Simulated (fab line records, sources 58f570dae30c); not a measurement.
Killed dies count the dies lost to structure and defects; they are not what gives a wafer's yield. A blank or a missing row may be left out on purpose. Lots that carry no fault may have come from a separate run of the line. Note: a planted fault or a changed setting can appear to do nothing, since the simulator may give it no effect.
2 desks looking at one fault | flow berkeleyCmos170 | each desk holds nothing but its own numbers, with what lay behind them at the end

== TOOL OWNER'S DESK, wetBench-03 ==
The tool's own readings at UCB170_FIELD_WET_ETCH_06 (etches SiO2 in BOE, time 22 s): means of the sampled wafers that have a number, for each lot that ran on this tool. A lot is out of limits, marked OUT, if its mean lies more than 4 standard deviations from the usual mean; the brackets give that distance.
Columns: A = runLengthS at UCB170_FIELD_WET_ETCH_06, usual 50.5 s
lot  | first seen here | A
L538 | day 6 04:41     | 54.4
L541 | day 6 15:38     | 49.3
L542 | day 6 15:38     | 49.5
L543 | day 6 15:38     | 49.2
L544 | day 7 04:29     | 34.7 (-6.6) OUT
L548 | day 8 00:28     | 38.8 (-4.9) OUT
L549 | day 8 05:38     | 33.9 (-6.9) OUT
This desk's verdict: out of limits on L544, L548, L549, starting with L544 at day 7 04:29 (runLengthS at UCB170_FIELD_WET_ETCH_06). Within limits: L538, L541, L542, L543.

== THE METROLOGY DESK ==
What the gauges read for every lot (on any tool): the sampled wafers with a number, averaged. A lot is out of limits, marked OUT, if its mean lies more than 4 standard deviations from the usual mean; the brackets give that distance.
Columns: A = WELLDRIVE_OXIDE_THK at UCB170_WELLDRIVE_THK_MEAS_02, usual 199 nm; B = ACTIVE_NITRIDE_THK at UCB170_ACTIVE_THK_MEAS_06, usual 220.5 nm; C = FIELD_OXIDE_LEFT_1_THK at UCB170_FIELD_THK_MEAS_90, usual 445 nm; D = SCREENOX_OXIDE_THK at UCB170_SCREENOX_THK_MEAS_02, usual 14.19 nm; E = FIELD_OXIDE_LEFT_2_THK at UCB170_FIELD_THK_MEAS_91, usual 357 nm
lot  | first seen here | A   | B     | C              | D     | E
L534 | day 3 12:10     | 199 | 222.4 | 457            | 13.84 | 369
L537 | day 4 01:02     | 201 | 216.3 | 450            | 14.13 | 361
L536 | day 4 01:07     | 205 | 219.9 | 444            | 14.12 | 355
L538 | day 4 11:02     | 203 | 219.5 | 448            | 14.34 | 360
L539 | day 4 18:42     | 199 | 219.1 | 432            | 14.41 | 344
L541 | day 5 06:11     | 200 | 219.1 | 435            | 14.57 | 348
L542 | day 5 11:53     | 196 | 217.7 | 445            | 14.36 | 357
L543 | day 5 11:53     | 197 | 222.1 | 445            | 14.27 | 357
L544 | day 5 22:47     | 202 | 221.2 | 478            | 14.49 | 389
L546 | day 6 07:20     | 204 | 221.9 | 439            | 14.03 | 350
L547 | day 6 12:30     | 199 | 219.3 | 434            | 13.86 | 346
L548 | day 6 17:20     | 199 | 217.4 | 483 (+4.3) OUT | 14.23 | 394 (+4.1) OUT
L549 | day 7 01:12     | 199 | 217.4 | 489 (+5.0) OUT | 13.91 | 401 (+4.9) OUT
L555 | day 8 00:30     | 195 | 218.5 | 451            | 14.09 | 363
L556 | day 8 10:01     | 197 | 223.2 | 430            | 14.56 | 340
Finding of this desk: L548, L549 out of limits, first seen on L548 at day 8 00:30 (FIELD_OXIDE_LEFT_1_THK at UCB170_FIELD_THK_MEAS_90). Within limits: L534, L537, L536, L538, L539, L541, L542, L543, L544, L546, L547, L555, L556.

== TAKEN TOGETHER ==
On L544, L548, L549, at day 7 04:29, an alarm was possible from the tool owner's desk.
Metrology desk: alarm possible at day 8 00:30 on L548, L549.
The metrology desk holds a record of L544, inside its limits.
On wetBench-03, each named lot ran UCB170_FIELD_WET_ETCH_06.

== WHAT THE SIMULATOR HAD INSERTED ==
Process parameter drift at UCB170_FIELD_WET_ETCH_06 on wetBench-03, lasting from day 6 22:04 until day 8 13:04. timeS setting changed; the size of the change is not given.
Struck lots among those shown: L544, L548, L549.
Time in hours from fault onset to the first out-of-limits reading at each desk: tool owner's desk 6, metrology desk 26.
